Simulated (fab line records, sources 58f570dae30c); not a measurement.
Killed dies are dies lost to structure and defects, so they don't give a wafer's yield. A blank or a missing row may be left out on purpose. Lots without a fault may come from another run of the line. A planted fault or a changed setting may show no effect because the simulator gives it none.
fab line records | flow berkeley_cmos170
record lots=7 wafers=21 last_day=13
route steps=331 shown PSD@178 NSD@187 M3@331
lots that met no fault: from a run of the same line without faults
start_h: hours from the record's first day to the start of the lot's first wafer shown | wait_h: hours since the lot's step before | " the same as in the row above | L1.1+2: a row that stands for several wafers | - no value, or no start given | * or withheld: withheld | < > ~ a bound
route shown NAME@n: a module of which the file shows steps, and the number in the route of the first | usual: mean/standard deviation of fault-free wafers | same: alike in all rows | chamber/n: place in a boat | sites: the reading at each site | _std_site: their standard deviation | _edge_site: outer sites' mean less inner sites' | radius_mm: how far each site lies from the wafer's centre | mask NAME#n: copy n | behind: the tool/chamber that last shaped the wafer | hold: why the lot was held/for how many hours/how that ended | device: the transistor (n, p or np) that didn't switch | end of line: the same wafers' tests at the end of the route | a step without rows: its recipe alone | killed: dies lost to structure and defects at the first sort, not the wafer's yield | map: a wafer's dies, x killed, . not, _ none there
set.NAME: the setting as run; set.NAME@STEP: as run at that earlier step | model.NAME: the simulator's own value behind a step, which no gauge read
lots at some steps of the route; a table a step, a row a wafer
services: from which hour (start_h, from the record's first day; less than 0 if before it) a tool's chamber was out of use, for how many hours, and why
## steps
# step UCB170_PSD_EXPOSE_03
# recipe mask_id=PSELECT_MOD na=0.5 sigma_outer=0.6 source_shape=conventional target_cd_nm=1200 dose_mj=30
# step UCB170_PSD_PEB_04
# recipe peb_temp_c=128.9 peb_time_s=withheld resist=KrF
# step UCB170_PSD_DEVELOP_05
# recipe developer=TMAH develop_time_s=45 resist=KrF dev_temp_c=21
# step UCB170_PSD_CD_MEAS_06
# recipe target_cd_nm=1200
# usual cd_nm=1199.9/1.4
# columns lot.wafer tool chamber start_h wait_h cd_nm
L333.1 cd_sem-02 - 201.90 - 1199.2
L333.4 " - " " 1198.5
L333.6 " - " " 1199.7
L337.2 cd_sem-01 - 202.46 - 1200.4
L337.4 " - " " 1199.8
L337.6 " - " " 1201.1
L341.2 cd_sem-02 - 238.61 - 1199.9
L341.3 " - " " 1201.0
L341.5 " - " " 1199.9
L342.1 cd_sem-01 - 238.68 - 1201.0
L342.3 " - " " 1200.8
L342.4 " - " " 1200.4
L344.1 cd_sem-02 - 248.70 - 1202.3
L344.3 " - " " 1199.8
L344.5 " - " " 1200.5
L345.3 cd_sem-01 - 248.70 - 1202.2
L345.4 " - " " 1202.6
L345.6 " - " " 1200.4
L349.3 cd_sem-02 - 276.90 - 1200.1
L349.4 " - " " 1199.0
L349.6 " - " " 1199.1
# step UCB170_PSD_OVL_MEAS_07
# usual PSD_OVL=0/5.2
# columns lot.wafer tool chamber start_h wait_h PSD_OVL[nm]
L333.1 overlay-01 - 202.02 0.1 7
L333.4 " - " " 1
L333.6 " - " " 2
L337.2 overlay-02 - 202.57 0.1 -3
L337.4 " - " " -2
L337.6 " - " " -4
L341.2 overlay-02 - 238.72 0.1 0
L341.3 " - " " 4
L341.5 " - " " 2
L342.1 overlay-01 - 238.80 0.1 0
L342.3 " - " " -10
L342.4 " - " " -5
L345.3 overlay-01 - 248.79 0.1 3
L345.4 " - " " 2
L345.6 " - " " 1
L344.1 overlay-02 - 248.82 0.1 3
L344.3 " - " " 4
L344.5 " - " " 3
L349.3 overlay-02 - 277.00 0.1 -5
L349.4 " - " " 0
L349.6 " - " " 0
# step UCB170_PSD_IMPLANT_08
# recipe species=B dose_cm2=3e+15 energy_kev=20 tilt_deg=7
# step UCB170_PSD_STRIP_09
# recipe chemistry=O2 power_w=400 pressure_mtorr=3500 platen_temp_c=withheld o2_flow_sccm=400 overash_fraction=0.5
# usual drypump_motor_current_A=5.5/0.46 oes_product_au=0.600/0.0042 strip_time_to_endpoint_s=29.38/0.068
# columns lot.wafer tool chamber start_h wait_h drypump_motor_current_A oes_product_au rf_hours_counter_h strip_time_to_endpoint_s
L333.1 plasma_asher-02 1 202.21 0.1 4.8 0.604 8 29.23
L333.4 " 1 " " 4.8 0.600 - 29.35
L333.6 " 1 " " 4.8 0.599 - 29.25
L337.2 plasma_asher-02 1 202.75 0.1 4.8 0.603 9 29.45
L337.4 " 0 " " 5.5 0.598 - 29.32
L337.6 " 0 " " 5.5 0.605 - 29.36
L341.2 plasma_asher-02 1 238.90 0.1 4.7 0.610 13 29.38
L341.3 " 0 " " 5.5 0.593 - 29.34
L341.5 " 0 " " 5.5 0.598 - 29.40
L342.1 plasma_asher-03 1 238.98 0.1 5.8 0.608 52 29.36
L342.3 " 1 " " 5.8 0.594 - 29.29
L342.4 " 0 " " 5.1 0.599 - 29.42
L345.3 plasma_asher-04 0 249.00 0.1 5.7 0.597 - 29.30
L345.4 " 1 " " 6.1 0.598 - 29.37
L345.6 " 0 " " 5.7 0.601 - 29.37
L344.1 plasma_asher-02 1 249.00 0.1 4.8 0.603 14 29.54
L344.3 " 0 " " 5.5 0.601 - 29.44
L344.5 " 1 " " 4.8 0.596 - 29.41
L349.3 plasma_asher-04 0 277.20 0.1 5.8 0.598 - 29.24
L349.4 " 1 " " 6.2 0.602 - 29.28
L349.6 " 0 " " 5.7 0.599 - 29.21
# step UCB170_PSD_TW_MEAS_10
# usual PSD_TW=2311/20
# columns lot.wafer tool chamber start_h wait_h PSD_TW
L333.1 film_metro-01 - 202.31 0.1 2327
L333.4 " - " " 2320
L333.6 " - " " 2313
L337.2 film_metro-03 - 202.86 0.1 2347
L337.4 " - " " 2348
L337.6 " - " " 2337
L341.2 film_metro-04 - 239.01 0.1 2281
L341.3 " - " " 2284
L341.5 " - " " 2278
L342.1 film_metro-01 - 239.08 0.1 2317
L342.3 " - " " 2309
L342.4 " - " " 2311
L345.3 film_metro-01 - 249.09 0.1 2309
L345.4 " - " " 2309
L345.6 " - " " 2310
L344.1 film_metro-03 - 249.10 0.1 2346
L344.3 " - " " 2337
L344.5 " - " " 2340
L349.3 film_metro-01 - 277.53 0.3 2297
L349.4 " - " " 2297
L349.6 " - " " 2306
# step UCB170_PSD_CLEAN_11
# recipe chemistry=SPM temp_c=120 time_s=600
# step UCB170_NSD_HMDS_00
# recipe prime_time_s=60 prime_temp_c=100
# step UCB170_NSD_COAT_01
# recipe resist=KrF spin_rpm=1500 resist_thk_nm=900
# step UCB170_NSD_SOFTBAKE_02
# recipe resist=KrF temp_c=130 time_s=60
# step UCB170_NSD_EXPOSE_03
# recipe mask_id=NSELECT_MOD na=0.5 sigma_outer=0.6 source_shape=conventional target_cd_nm=1200 dose_mj=30
# same sigma_outer=0.6
# columns lot.wafer tool chamber start_h wait_h mask model.NSD.overlay_x_nm
L333.1+4+6 krf_scanner-01 0 203.24 0.1 NSELECT_MOD#0 5.012
L337.2+4+6 krf_scanner-02 0 204.11 0.3 NSELECT_MOD#0 1.37
L341.2+3+5 krf_scanner-02 0 240.26 0.1 NSELECT_MOD#0 -158.6
L342.1+3+4 krf_scanner-02 0 240.36 0.2 NSELECT_MOD#0 -171.4
L345.3+4+6 krf_scanner-01 0 249.92 0.2 NSELECT_MOD#0 -8.645
L344.1+3+5 krf_scanner-02 0 250.22 0.2 NSELECT_MOD#0 -151.4
L349.3+4+6 krf_scanner-01 0 278.40 0.2 NSELECT_MOD#0 4.533
# step UCB170_NSD_PEB_04
# recipe peb_temp_c=129 peb_time_s=withheld resist=KrF
# step UCB170_NSD_DEVELOP_05
# recipe developer=TMAH develop_time_s=45 resist=KrF dev_temp_c=21
# step UCB170_NSD_CD_MEAS_06
# recipe target_cd_nm=1200
# usual cd_nm=1199.8/1.2
# columns lot.wafer tool chamber start_h wait_h cd_nm
L333.1 cd_sem-01 - 203.79 - 1199.3
L333.4 " - " " 1199.5
L333.6 " - " " 1199.3
L337.2 cd_sem-01 - 204.50 - 1200.2
L337.4 " - " " 1199.0
L337.6 " - " " 1200.9
L341.2 cd_sem-02 - 240.81 - 1199.3
L341.3 " - " " 1200.5
L341.5 " - " " 1199.3
L342.1 cd_sem-01 - 240.82 - 1199.1
L342.3 " - " " 1198.1
L342.4 " - " " 1199.7
L345.3 cd_sem-01 - 250.33 - 1200.4
L345.4 " - " " 1199.4
L345.6 " - " " 1199.8
L344.1 cd_sem-01 - 250.61 - 1198.6
L344.3 " - " " 1198.2
L344.5 " - " " 1197.8
L349.3 cd_sem-01 - 278.79 - 1200.6
L349.4 " - " " 1200.8
L349.6 " - " " 1200.7
# step UCB170_NSD_OVL_MEAS_07
# usual NSD_OVL=-1/4.8
# columns lot.wafer tool chamber start_h wait_h NSD_OVL[nm]
L333.1 overlay-02 - 203.91 0.1 1
L333.4 " - " " 3
L333.6 " - " " -1
L337.2 overlay-01 - 204.61 0.1 1
L337.4 " - " " 2
L337.6 " - " " 1
L341.2 overlay-02 - 240.91 0.1 -163
L341.3 " - " " -165
L341.5 " - " " -157
L342.1 overlay-01 - 240.94 0.1 -170
L342.3 " - " " -168
L342.4 " - " " -172
L345.3 overlay-02 - 250.42 0.1 -6
L345.4 " - " " -7
L345.6 " - " " -1
L344.1 overlay-01 - 250.73 0.1 -154
L344.3 " - " " -163
L344.5 " - " " -159
L349.3 overlay-01 - 278.88 0.1 -9
L349.4 " - " " 2
L349.6 " - " " -1
# step UCB170_NSD_IMPLANT_08
# recipe species=P dose_cm2=3e+15 energy_kev=40 tilt_deg=7
# step UCB170_M3_PROBE_99
# columns lot.wafer tool chamber start_h wait_h model.etest.select_edge_diode_n.leak_log10_a
L333.4 prober-02 - 228.44 0.2 -11.96
L333.6 prober-02 - 228.54 0.2 -12.19
L337.2+4 prober-02 - 231.63 0.1 -12.13
L337.6 prober-02 - 231.83 0.2 -12.09
L341.2 prober-01 - 265.93 0.1 -11.94
L341.3 prober-01 - 265.98 0.2 -11.65
L341.5 prober-01 - 266.08 0.2 -11.83
L342.3 prober-02 - 266.70 0.2 -11.53
L342.4 prober-02 - 266.75 0.2 -11.68
L345.3+6 prober-01 - 272.70 0.2 -12.15
L345.4 prober-01 - 272.75 0.2 -12.27
L344.1 prober-02 - 274.32 0.1 -11.9
L344.3 prober-02 - 274.42 0.2 -12.02
L344.5 prober-02 - 274.52 0.2 -11.86
L349.3 prober-02 - 304.63 0.2 -12.25
L349.4 prober-02 - 304.68 0.2 -12.1
L349.6 prober-02 - 304.78 0.2 -12.01
# killed by level:class
L333.4 ACTIVE:area_etch=9 SACOX:geometric_particle:short=1 SPACER:geometric_particle:short=1 SPACER:geometric_particle:open=1 M2:geometric_particle:short=1 SPACER:area_etchback=1
L333.6 GATE:geometric_particle:open=2 ACTIVE:area_etch=2 SILICIDE:geometric_particle:open=1 SILICIDE:geometric_particle:short=1 V1:geometric_particle:short=1
L337.2 GATE:geometric_particle:open=1
L337.4 ACTIVE:area_etch=3 V1:geometric_particle:short=1 V1:geometric_particle:open=1 M3:geometric_particle:short=1
L337.6 FIELD:geometric_particle:short=1 SILICIDE:geometric_particle:open=1 M2:geometric_particle:short=1 SPACER:area_etchback=1
L342.3 V1:geometric_particle:open=3 ACTIVE:area_etch=3 START:geometric_particle:open=1 ACTIVE:geometric_particle:short=1 M2:geometric_particle:short=1
L342.4 ACTIVE:area_etch=1
L345.3 M3:geometric_particle:short=1
L345.4 M1:geometric_particle:short=2 GATE:geometric_particle:short=1 M2:geometric_particle:short=1
L345.6 GATE:geometric_particle:open=1 SPACER:geometric_particle:short=1 M1:geometric_particle:short=1 V1:geometric_particle:open=1 M2:geometric_particle:open=1
L344.1 GATE:geometric_particle:open=1 CONTACT:geometric_particle:short=1
L344.3 SACOX:geometric_particle:short=1 GATE:geometric_particle:short=1 SILICIDE:geometric_particle:open=1
L344.5 START:geometric_particle:open=1 WELLDRIVE:geometric_particle:open=1 ACTIVE:geometric_particle:open=1 SACOX:geometric_particle:open=1 GATE:geometric_particle:open=1
L349.3 SACOX:geometric_particle:open=1 GATE:geometric_particle:short=1 SPACER:geometric_particle:open=1 SPACER:geometric_particle:short=1 CONTACT:geometric_particle:open=1 M3:geometric_particle:short=1
L349.4 SACOX:geometric_particle:open=1 SPACER:geometric_particle:short=1 SPACER:geometric_particle:open=1 SILICIDE:geometric_particle:open=1
L349.6 SACOX:geometric_particle:short=1 CONTACT:geometric_particle:open=1
## services
# columns tool chamber start_h hours kind
krf_scanner-01 - 194.57 0.7 repair
krf_scanner-02 - 224.74 2.7 repair
krf_scanner-01 - 227.41 1.0 pm
plasma_asher-03 - 230.01 2.0 repair
plasma_asher-03 - 243.18 2.2 repair
krf_scanner-01 - 245.70 2.4 repair
krf_scanner-02 - 248.20 1.0 pm
krf_scanner-01 - 262.65 5.9 repair
krf_scanner-01 - 270.15 4.2 repair
## key
first_sign step=UCB170_NSD_OVL_MEAS_07 reading=NSD_OVL direction=down sigmas=33 usual=-1 struck=-163
effect none on later readings
model_effect step=UCB170_NSD_EXPOSE_03 value=NSD.overlay_x_nm without=-0.4546 struck=-160.5
model_effect step=UCB170_M3_PROBE_99 value=etest.select_edge_diode_n.leak_log10_a without=-12.18 struck=-11.8
met_at UCB170_NSD_EXPOSE_03
struck_wafers L341.2,L341.3,L341.5,L342.1,L342.3,L342.4,L344.1,L344.3,L344.5
sort_left_out L341.2,L341.3,L341.5
tester_left_out L341,L342,L344
onset_between 204.11 240.26
fault kind=scanner_matching_overlay tool=krf_scanner-02 chamber=- onset_h=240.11 steps=UCB170_NSD_EXPOSE_03 offset=-160
# tester_left_out: of these lots the tester's yield and bins aren't shown, on N5 and GAA mostly nor the transistor test; their killed dies are dies lost to structure and defects alone, not to doping, threshold or leakage, so they don't give the yield
# sort_left_out: the simulated sort isn't trusted on such a fault, so these wafers' sort isn't shown, and their yield isn't known
